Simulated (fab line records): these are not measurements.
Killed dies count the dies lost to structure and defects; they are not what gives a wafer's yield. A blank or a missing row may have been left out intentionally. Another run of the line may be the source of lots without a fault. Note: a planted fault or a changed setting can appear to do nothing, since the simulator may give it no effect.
What tool caused it? || flow rit-cmos || 7 lots, 21 wafers sampled, at 2 steps of a route of 202

== WHAT THE GAUGES READ, wafer by wafer ==
RIT_GATE_THK_MEAS_09.
{"lot": "L505", "measured": "day 4 00:13", "on": "film-metro-03", "GATE_POLY_THK (nm)": "501.2 500.3 501.5 501.0 500.5 501.4"}
{"lot": "L509", "measured": "day 4 16:45", "on": "film-metro-03", "GATE_POLY_THK (nm)": "249.3 249.6 251.7"}
{"lot": "L511", "measured": "day 5 05:44", "on": "film-metro-04", "GATE_POLY_THK (nm)": "254.8 251.6 252.7"}
{"lot": "L515", "measured": "day 5 23:07", "on": "film-metro-03", "GATE_POLY_THK (nm)": "247.8 248.5 247.9"}
{"lot": "L517", "measured": "day 6 12:16", "on": "film-metro-04", "GATE_POLY_THK (nm)": "250.9 252.2 253.7"}
{"lot": "L519", "measured": "day 7 02:34", "on": "film-metro-02", "GATE_POLY_THK (nm)": "252.9 251.2 252.6"}
{"lot": "L521", "measured": "day 7 15:05", "on": "film-metro-03", "GATE_POLY_THK (nm)": "249.9 251.5 250.5"}

== WHICH TOOL RAN EACH LOT (tool, then ch and the chambers of the sampled wafers, then the start) ==
{"lot": "L505", "RIT_GATE_CVD_08": "lpcvd-02 ch 0, day 3 20:34 and lpcvd-01 ch 0, day 3 22:31"}
{"lot": "L509", "RIT_GATE_CVD_08": "lpcvd-02 ch 0, day 4 15:06"}
{"lot": "L511", "RIT_GATE_CVD_08": "lpcvd-02 ch 1, day 5 04:06"}
{"lot": "L515", "RIT_GATE_CVD_08": "lpcvd-02 ch 1, day 5 21:29"}
{"lot": "L517", "RIT_GATE_CVD_08": "lpcvd-02 ch 1, day 6 10:38"}
{"lot": "L519", "RIT_GATE_CVD_08": "lpcvd-01 ch 0, day 7 00:56"}
{"lot": "L521", "RIT_GATE_CVD_08": "lpcvd-02 ch 0, day 7 13:28"}
- RIT_GATE_CVD_08: deposits poly-Si from SiH4, target thk 250 nm, time 2220 s.

== THE ANSWER, worked out from the rows above alone ==
Rule: what is usual is taken from the lots themselves. The widest of any qualifying gaps counts: lots, ordered by their means at a reading, are off when they make up no more than a third of the lots, leave a main group of 4 or more, and stand apart from it by 3 or more times the standard deviation of that group's means. If all means in a main group match to the digits the tables above print for the reading, that group is not used. A lot without any number at a reading at which 4 lots or more have one is off too. The other lots that the step has rows for count as sound.
Off: at RIT_GATE_THK_MEAS_09 (GATE_POLY_THK), L505. For the main group the mean is 251.1 nm and the standard deviation 1.7.
If a tool, at a process step before that reading, ran all the lots that are off and no sound lot after the first of them, it fits. Those tools and the gauges at RIT_GATE_THK_MEAS_09 are tried in the same way. None of those tried fits.

== WHAT THE SIMULATOR HAD INSERTED ==
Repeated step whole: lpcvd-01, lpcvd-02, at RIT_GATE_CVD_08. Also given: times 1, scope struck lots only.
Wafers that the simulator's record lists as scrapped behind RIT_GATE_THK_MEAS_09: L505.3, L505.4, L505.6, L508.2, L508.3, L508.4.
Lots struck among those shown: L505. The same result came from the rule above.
